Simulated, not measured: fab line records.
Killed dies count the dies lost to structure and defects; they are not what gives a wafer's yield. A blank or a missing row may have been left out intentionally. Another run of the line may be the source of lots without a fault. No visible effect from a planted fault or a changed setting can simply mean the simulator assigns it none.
fab line records	flow berkeleyCmos170
[record] lots = 5	wafers = 15	lastDay = 10
route steps=331 shown ACTIVE@70 PFIELD@79 FIELD@89
lots that met no fault: from a run of the same line without faults
startH: start of the lot's first displayed wafer, in hours after the record's first day	waitH: time in hours since the lot's previous step	" as in the row above	L1.1+2: a row that stands for several wafers	- value missing, or start not given	* or withheld: withheld	< > ~ a bound
route shown NAME@n: NAME is a module with steps in the file, n the number in the route of the first one	usual: mean/standard deviation taken from wafers without a fault	same: alike in all rows	chamber/n: place in a boat	sites: each site's reading	_std_site: the standard deviation of these	_edge_site: inner sites' mean taken away from outer sites' mean	radiusMm: for every site, how far away it sits from the centre of the wafer	mask NAME#n: copy n	behind: the last tool/chamber to shape the wafer	hold: cause of the lot's hold/its duration in hours/its outcome	device: which transistor (n, p or np) failed to switch	end of line: the same wafers' tests at the end of the route	for a step that has no rows: nothing shown but its recipe	killed: dies lost to structure and defects at the first sort, not the wafer's yield	map: dies across one wafer; x = killed, . = not, _ = none there
set.NAME: the setting that was run; set.NAME@STEP: the one run at that earlier step	model.NAME: the simulator's own value behind a step, which no gauge read
a table for each step, a row for each wafer; lots at some steps of the route
services: a tool's chamber out of use, with start hour (startH, from the record's first day; less than 0 if before it), hours out, and reason
[[steps]]
[step UCB170_ACTIVE_EXPOSE_10]
[recipe] maskId = ACTIVE	targetCdNm = 1200	na = 0.5	sigmaOuter = 0.6	sourceShape = conventional	doseMj = 20
[step UCB170_ACTIVE_PEB_11]
[recipe] pebTempC = 130	pebTimeS = withheld	resist = KrF
[step UCB170_ACTIVE_DEVELOP_12]
[recipe] developer = TMAH	developTimeS = 45	resist = KrF	devTempC = 21
[step UCB170_ACTIVE_CD_MEAS_13]
[recipe] targetCdNm = 1200
[usual] cdNm = 1200.5/1
lot.wafer	tool	chamber	startH	waitH	cdNm
L148.2	cdSem-02	-	93.50	-	1201.0
L148.4	"	-	"	"	1201.0
L148.5	"	-	"	"	1199.3
L147.1	cdSem-01	-	93.68	-	1200.5
L147.5	"	-	"	"	1200.1
L147.6	"	-	"	"	1201.9
L154.3	cdSem-02	-	132.25	-	1199.4
L154.4	"	-	"	"	1200.6
L154.6	"	-	"	"	1200.2
L157.2	cdSem-01	-	136.02	-	1199.8
L157.3	"	-	"	"	1200.2
L157.6	"	-	"	"	1199.1
L166.1	cdSem-01	-	169.73	-	1199.2
L166.3	"	-	"	"	1200.8
L166.5	"	-	"	"	1199.7
[step UCB170_ACTIVE_OVL_MEAS_14]
[usual] ACTIVE_OVL = 3/6.2
lot.wafer	tool	chamber	startH	waitH	ACTIVE_OVL[nm]
L148.2	overlay-01	-	93.61	0.1	5
L148.4	"	-	"	"	0
L148.5	"	-	"	"	9
L147.1	overlay-02	-	93.80	0.1	1
L147.5	"	-	"	"	7
L147.6	"	-	"	"	9
L154.3	overlay-01	-	132.34	0.1	0
L154.4	"	-	"	"	-6
L154.6	"	-	"	"	-2
L157.2	overlay-01	-	136.13	0.1	-7
L157.3	"	-	"	"	3
L157.6	"	-	"	"	-4
L166.1	overlay-02	-	169.85	0.1	7
L166.3	"	-	"	"	5
L166.5	"	-	"	"	7
[step UCB170_ACTIVE_ETCH_15]
[recipe] chemistry = CH3F/Ar/O2	target = Si3N4	stopOn = SiO2	CH3F_flow_sccm = 20	Ar_flow_sccm = 50	O2_flow_sccm = 7	pressureMtorr = 50	rfW = 450	targetDepthA = 2420	overEtchFrac = 0.1	timeS = 151
[usual] drypumpMotorCurrentA = 5.7/0.57	oesProductAu = 0.945/0.013	throttleValvePct = 8.01/0.13
lot.wafer	tool	chamber	startH	waitH	drypumpMotorCurrentA	oesProductAu	rfHoursCounterH	throttleValvePct
L148.2	rieDiel-02	0	93.64	0.0	6.2	0.935	27	8.20
L148.4	"	1	"	"	4.8	0.935	8	8.00
L148.5	"	2	"	"	6.3	0.942	-	8.03
L147.1	rieDiel-03	1	93.84	0.0	5.4	0.961	6	8.17
L147.5	"	1	"	"	5.4	0.966	-	8.17
L147.6	"	2	"	"	6.2	0.937	-	7.88
L154.3	rieDiel-02	0	132.37	0.0	6.2	0.943	29	8.21
L154.4	"	1	"	"	4.7	0.946	9	8.00
L154.6	"	3	"	"	6.4	0.926	-	8.08
L157.2	rieDiel-02	2	136.16	0.0	6.3	0.952	147	8.03
L157.3	"	3	"	"	6.4	0.950	121	8.08
L157.6	"	1	"	"	4.7	0.938	-	7.99
L166.1	rieDiel-03	1	169.89	0.0	5.4	0.970	9	8.16
L166.3	"	2	"	"	6.2	0.956	79	7.89
L166.5	"	3	"	"	5.6	0.944	-	7.82
[step UCB170_ACTIVE_STRIP_16]
[recipe] chemistry = O2	powerW = 400	pressureMtorr = 3500	platenTempC = withheld	o2FlowSccm = 400	overashFraction = 0.5
[usual] drypumpMotorCurrentA = 5.6/0.42	oesProductAu = 0.721/0.0042	stripTimeToEndpointS = 18.09/0.077
lot.wafer	tool	chamber	startH	waitH	drypumpMotorCurrentA	oesProductAu	rfHoursCounterH	stripTimeToEndpointS
L148.2	plasmaAsher-04	1	93.74	0.1	6.2	0.719	36	17.97
L148.4	"	0	"	"	5.4	0.722	-	18.11
L148.5	"	1	"	"	6.2	0.716	-	18.08
L147.1	plasmaAsher-01	0	93.94	0.1	5.3	0.726	36	17.98
L147.5	"	0	"	"	5.3	0.718	-	18.06
L147.6	"	1	"	"	5.8	0.719	-	18.12
L154.3	plasmaAsher-01	1	132.50	0.1	5.8	0.722	-	17.96
L154.4	"	0	"	"	5.3	0.712	-	18.08
L154.6	"	1	"	"	5.8	0.714	-	18.03
L157.2	plasmaAsher-04	0	136.26	0.1	5.4	0.719	41	18.14
L157.3	"	0	"	"	5.4	0.724	-	18.03
L157.6	"	0	"	"	5.4	0.721	-	18.06
L166.1	plasmaAsher-04	0	169.99	0.1	5.4	0.723	45	18.00
L166.3	"	1	"	"	6.2	0.712	-	18.04
L166.5	"	0	"	"	5.4	0.721	-	18.08
[step UCB170_ACTIVE_CD_MEAS_90]
[recipe] targetCdNm = 1200
[usual] cdNm = 1200.4/1
lot.wafer	tool	chamber	startH	waitH	cdNm
L148.2	cdSem-01	-	93.86	0.1	1201.2
L148.4	"	-	"	"	1200.8
L148.5	"	-	"	"	1199.2
L147.1	cdSem-02	-	94.04	0.1	1200.4
L147.5	"	-	"	"	1200.3
L147.6	"	-	"	"	1201.2
L154.3	cdSem-01	-	132.61	0.1	1199.4
L154.4	"	-	"	"	1199.9
L154.6	"	-	"	"	1199.5
L157.2	cdSem-01	-	136.38	0.1	1200.1
L157.3	"	-	"	"	1200.3
L157.6	"	-	"	"	1199.8
L166.1	cdSem-02	-	170.09	0.1	1199.7
L166.3	"	-	"	"	1200.4
L166.5	"	-	"	"	1199.8
[step UCB170_ACTIVE_CLEAN_17]
[recipe] chemistry = SPM	tempC = 120	timeS = 600
[step UCB170_PFIELD_HMDS_00]
[recipe] primeTimeS = 60	primeTempC = 100
[step UCB170_PFIELD_COAT_01]
[recipe] resist = KrF	spinRpm = 1500	resistThkNm = 900
[step UCB170_PFIELD_SOFTBAKE_02]
[recipe] resist = KrF	tempC = 130	timeS = 60
[step UCB170_PFIELD_EXPOSE_03]
[recipe] maskId = PFIELD	na = 0.5	sigmaOuter = 0.6	sourceShape = conventional	targetCdNm = 1500	doseMj = 30
[usual] stageVelMmS = 499.96/0.27
lot.wafer	tool	chamber	startH	waitH	mask	stageVelMmS
L148.2	krfScanner-01	0	95.61	0.1	PFIELD#0	499.65
L148.4	"	0	"	"	PFIELD#0	499.79
L148.5	"	0	"	"	PFIELD#0	499.62
L147.1	krfScanner-02	0	96.18	0.4	PFIELD#0	500.03
L147.5	"	0	"	"	PFIELD#0	500.36
L147.6	"	0	"	"	PFIELD#0	500.44
L154.3	krfScanner-02	0	136.81	0.1	NWELL#0	500.35
L154.4	"	0	"	"	NWELL#0	499.93
L154.6	"	0	"	"	NWELL#0	500.30
L157.2	krfScanner-01	0	138.78	0.4	PFIELD#0	500.59
L157.3	"	0	"	"	PFIELD#0	500.33
L157.6	"	0	"	"	PFIELD#0	500.42
L166.1	krfScanner-01	0	171.91	0.2	PFIELD#0	499.84
L166.3	"	0	"	"	PFIELD#0	499.64
L166.5	"	0	"	"	PFIELD#0	500.11
[step UCB170_PFIELD_PEB_04]
[recipe] pebTempC = 130	pebTimeS = withheld	resist = KrF
[step UCB170_PFIELD_DEVELOP_05]
[recipe] developer = TMAH	developTimeS = 45	resist = KrF	devTempC = 21
[step UCB170_PFIELD_OVL_MEAS_06]
[usual] PFIELD_OVL = -2/4.4
lot.wafer	tool	chamber	startH	waitH	PFIELD_OVL[nm]
L148.2	overlay-01	-	96.60	-	13
L148.4	"	-	"	"	0
L148.5	"	-	"	"	2
L147.1	overlay-01	-	97.49	-	0
L147.5	"	-	"	"	-1
L147.6	"	-	"	"	1
L154.3	overlay-02	-	137.78	-	-
L154.4	"	-	"	"	-
L154.6	"	-	"	"	-
L157.2	overlay-02	-	139.77	-	-6
L157.3	"	-	"	"	-3
L157.6	"	-	"	"	-8
L166.1	overlay-01	-	172.78	-	-11
L166.3	"	-	"	"	-7
L166.5	"	-	"	"	-12
[step UCB170_PFIELD_IMPLANT_07]
[recipe] species = B	doseCm2 = 2e+13	energyKev = 80	tiltDeg = 7
[step UCB170_PFIELD_STRIP_08]
[recipe] chemistry = O2	powerW = 400	pressureMtorr = 3500	platenTempC = withheld	o2FlowSccm = 400	overashFraction = 0.5
[usual] drypumpMotorCurrentA = 5.4/0.42	oesProductAu = 0.734/0.0053	stripTimeToEndpointS = 21.65/0.061
lot.wafer	tool	chamber	startH	waitH	drypumpMotorCurrentA	oesProductAu	rfHoursCounterH	stripTimeToEndpointS
L148.2	plasmaAsher-03	1	96.78	0.1	5.4	0.737	32	21.65
L148.4	"	0	"	"	5.1	0.729	-	21.65
L148.5	"	1	"	"	5.4	0.733	-	21.67
L147.1	plasmaAsher-02	1	97.68	0.1	6.0	0.727	39	21.62
L147.5	"	1	"	"	6.0	0.735	-	21.63
L147.6	"	0	"	"	4.8	0.748	-	21.69
L154.3	plasmaAsher-03	0	137.99	0.1	5.1	0.736	-	21.62
L154.4	"	1	"	"	5.4	0.736	-	21.64
L154.6	"	1	"	"	5.4	0.733	-	21.68
L157.2	plasmaAsher-01	1	139.95	0.1	5.8	0.734	2	21.64
L157.3	"	0	"	"	5.3	0.731	-	21.64
L157.6	"	0	"	"	5.3	0.736	-	21.64
L166.1	plasmaAsher-01	1	172.97	0.1	5.8	0.738	6	21.72
L166.3	"	0	"	"	5.3	0.741	-	21.68
L166.5	"	0	"	"	5.3	0.727	-	21.62
[step UCB170_PFIELD_TW_MEAS_09]
[usual] PFIELD_TW = 600/4.1
lot.wafer	tool	chamber	startH	waitH	PFIELD_TW
L148.2	filmMetro-04	-	96.89	0.1	604
L148.4	"	-	"	"	601
L148.5	"	-	"	"	605
L147.1	filmMetro-01	-	97.78	0.1	598
L147.5	"	-	"	"	598
L147.6	"	-	"	"	602
L154.3	filmMetro-04	-	138.07	0.1	30
L154.4	"	-	"	"	30
L154.6	"	-	"	"	30
L157.2	filmMetro-01	-	140.06	0.1	594
L157.3	"	-	"	"	594
L157.6	"	-	"	"	596
L166.1	filmMetro-01	-	173.11	0.1	598
L166.3	"	-	"	"	600
L166.5	"	-	"	"	600
[step UCB170_FIELD_CLEAN_00]
[recipe] chemistry = dHF	dilution = 25:1	timeS = 7.5
[[services]]
tool	chamber	startH	hours	kind
krfScanner-01	0	69.90	-	calibration
plasmaAsher-02	-	87.50	2.8	pm
plasmaAsher-01	-	107.68	4.5	repair
plasmaAsher-01	-	112.15	9.0	pm
plasmaAsher-01	0	112.15	9.0	ventCycle
plasmaAsher-01	1	112.15	9.0	ventCycle
krfScanner-01	-	112.22	1.0	pm
plasmaAsher-01	0	121.15	-	clean
plasmaAsher-01	1	121.15	-	clean
krfScanner-01	-	124.60	0.6	repair
krfScanner-01	-	126.51	2.3	repair
plasmaAsher-02	-	134.17	10.2	repair
plasmaAsher-01	-	149.05	1.1	repair
plasmaAsher-02	-	153.43	1.5	repair
rieDiel-03	-	164.12	2.8	pm
[[key]]
[firstSign] step = UCB170_PFIELD_EXPOSE_03	reading = mask	direction = changed
[effect] step = UCB170_PFIELD_OVL_MEAS_06	reading = PFIELD_OVL	direction = missing
[effect] step = UCB170_PFIELD_TW_MEAS_09	reading = PFIELD_TW	direction = down	sigmas = 99+	usual = 600	struck = 30
metAt UCB170_PFIELD_EXPOSE_03
struckWafers L154.3,L154.4,L154.6
sortLeftOut L154.3,L154.4,L154.6
testerLeftOut L154
onsetBetween 96.18 136.81
[fault] kind = wrongMask	tool = any	chamber = -	onsetH = 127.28	steps = UCB170_PFIELD_EXPOSE_03	auxCopy = NWELL#0	scope = struckLotsOnly
// testerLeftOut: of these lots the tester's yield and bins aren't shown, on N5 and GAA mostly nor the transistor test; their killed dies are dies lost to structure and defects alone, not to doping, threshold or leakage, so they don't give the yield
// sortLeftOut: the simulated sort isn't trusted on such a fault, so these wafers' sort isn't shown, and their yield isn't known
